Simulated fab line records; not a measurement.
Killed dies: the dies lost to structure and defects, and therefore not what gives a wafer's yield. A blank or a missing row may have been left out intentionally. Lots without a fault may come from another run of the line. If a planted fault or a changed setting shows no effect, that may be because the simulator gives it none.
One fault through the eyes of 2 desks    flow berkeley-cmos170    each desk has only its own numbers; what lay behind them comes last

== FROM THE METROLOGY DESK ==
Means of the sampled wafers that have a number, per lot and without regard to the tool the lot ran on: this is what the gauges read. Marked OUT: a lot whose mean sits more than 4 standard deviations from the usual mean, which makes it out of limits; the brackets give that distance.
Columns: A = cd-nm at UCB170_M3_CD_MEAS_15, usual 699.7 nm; B = M3_OVL at UCB170_M3_OVL_MEAS_16, usual 0 nm
lot   first seen here  A      B
L402  day 11 15:37     698.2  2
L405  day 11 19:34     697.9  1
L409  day 12 13:59     700.7  7
L412  day 13 02:26     699.4  -4
L414  day 13 12:01     698.0  1
This desk's verdict: no lot among the 5 shows anything out of limits.

== THE TOOL OWNER'S DESK: rie-diel-01 ==
The tool's own readings at UCB170_M3_ETCH_17 (etches BARC in N2/H2): means of the sampled wafers that have a number, for each lot that ran on this tool. Marked OUT: a lot whose mean sits more than 4 standard deviations from the usual mean, which makes it out of limits; the brackets give that distance.
Columns: A = drypump-motor-current-A at UCB170_M3_ETCH_17, usual 5.6 A; B = oes-product-au at UCB170_M3_ETCH_17, usual 1.007 a.u.; C = throttle-valve-pct at UCB170_M3_ETCH_17, usual 13.32 %
lot   first seen here  A    B                 C
L405  day 11 19:39     5.5  1.012             13.33
L409  day 12 14:07     5.4  0.916 (-5.4) OUT  13.19
This desk's finding: out of limits on L409; first on L409, day 12 14:07 (oes-product-au at UCB170_M3_ETCH_17). Within limits: L405.

== ALL TOGETHER ==
The tool owner's desk had the chance to raise an alarm at day 12 14:07 on L409.
The metrology desk saw nothing out of limits.
The metrology desk has L409 on record, within its limits.
Every lot named ran UCB170_M3_ETCH_17 on rie-diel-01.

== WHAT WAS PUT IN BY THE SIMULATOR ==
rie-diel-01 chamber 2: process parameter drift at UCB170_M3_ETCH_17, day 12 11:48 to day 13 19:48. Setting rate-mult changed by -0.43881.
Shown lots that were struck: L409.
Each desk's first reading out of limits, in hours after the fault started: the tool owner's desk, 2.
